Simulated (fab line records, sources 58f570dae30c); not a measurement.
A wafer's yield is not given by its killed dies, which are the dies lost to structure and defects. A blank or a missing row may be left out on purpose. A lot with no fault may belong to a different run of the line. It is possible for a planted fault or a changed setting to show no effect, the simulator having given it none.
Code-filled problem report in 8D (eight disciplines) form || flow berkeley cmos170 || the parts of the form that need people (team, actions taken, sign-off) are left out

1. WHAT WENT WRONG
Wafers without a fault read 158.4 s, standard deviation 0.5; run length s at UCB170_M1_METAL_ETCH_12 reads a mean of 153.1 s on 3 wafers belonging to 2 lots. That is -11 standard deviations from the usual mean.
The step: etches Al in Cl2/BCl3, stops on PSG, target depth 780 nm, time 130 s.
The first sign was on wafer L630.6 at day 8 20:35, on rie metal-02. At this step, 42 wafers from 14 lots have a number in the record. Rule for "out" (also "out of limits"): further than 4 standard deviations from the usual mean. The rest of the wafers with a number are treated as sound.

2. WHAT IT IS, WHAT IT ISN'T
{"question": "which readings at this step", "is": "run length s", "is not": "drypump motor current A, he backside leak sccm, throttle valve pct"}
{"question": "which lots", "is": "L630, L633", "is not": "L622, L623, L624, L626, L635, L636, L639, L640, L642, L643, L644, L645"}
{"question": "which wafers of those lots", "is": "L630.6, L633.3, L633.6", "is not": "L630.2, L630.4, L633.5"}
{"question": "read on which tools", "is": "rie metal-02", "is not": "rie metal-01, rie metal-03"}
{"question": "when", "is": "from day 8 20:35", "is not": "up to then (14 sound wafers); but 25 sound wafers of L633, L635, L636, L639, L640, L642, L643, L644, L645 came after"}

3. WHAT RULES OUT EACH SUSPECT
Counting: any tool at a process step up to the reading remains a suspect provided it ran every lot that is out. Sound lots after the first of them don't rule it out here, since some wafers of a struck lot are sound.
- rtp anneal-01 at UCB170_CONTACT_RTA_08 (time 10 s): kept. It ran every lot that is out, first L630 (day 8 17:09); its last sound lot up to then is L626 (day 7 15:16).
- rie metal-02 at UCB170_M1_METAL_ETCH_12 (etches Al in Cl2/BCl3, stops on PSG, target depth 780 nm, time 130 s): kept. It ran every lot that is out, first L630 (day 8 20:35); its last sound lot up to then is L622 (day 7 01:02). Out on those wafers are its own readings of run length s.
- Within rie metal-02 at UCB170_M1_METAL_ETCH_12, the wafers that are out were processed in chamber 1 and their sound lot-mates in chamber 0.
Remaining after the count are rtp anneal-01 at UCB170_CONTACT_RTA_08 and rie metal-02 at UCB170_M1_METAL_ETCH_12.

4. THE CAUSE (what the simulator had put in)
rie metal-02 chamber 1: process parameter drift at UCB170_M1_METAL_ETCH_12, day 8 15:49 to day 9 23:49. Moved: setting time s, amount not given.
Of the 2 suspects that counting leaves, this tool is one.

5. SEQUENCE OF EFFECTS, ordered by route
Each row: a reading where the mean over the struck wafers with a number is more than 3 standard deviations away from the usual. Scope: only readings with a usual standard deviation given in the record; hours: median across lots of the time from each lot's start at the first step in this table that gives one to its start at this step; sigmas: change in usual standard deviations.
{"hours": 0, "step": "UCB170_M1_METAL_ETCH_12", "reading": "run length s", "usual": "158.4 s", "on struck wafers": 153.1, "change": -5.3, "sigmas": -11}
Its process steps:
- UCB170_M1_METAL_ETCH_12: etches Al in Cl2/BCl3, stops on PSG, target depth 780 nm, time 130 s.

6. HOW IT WOULD HAVE BEEN CAUGHT EARLIER
First out-of-limits reading in this record: day 8 20:35, which is 5 hours after fault onset at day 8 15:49.
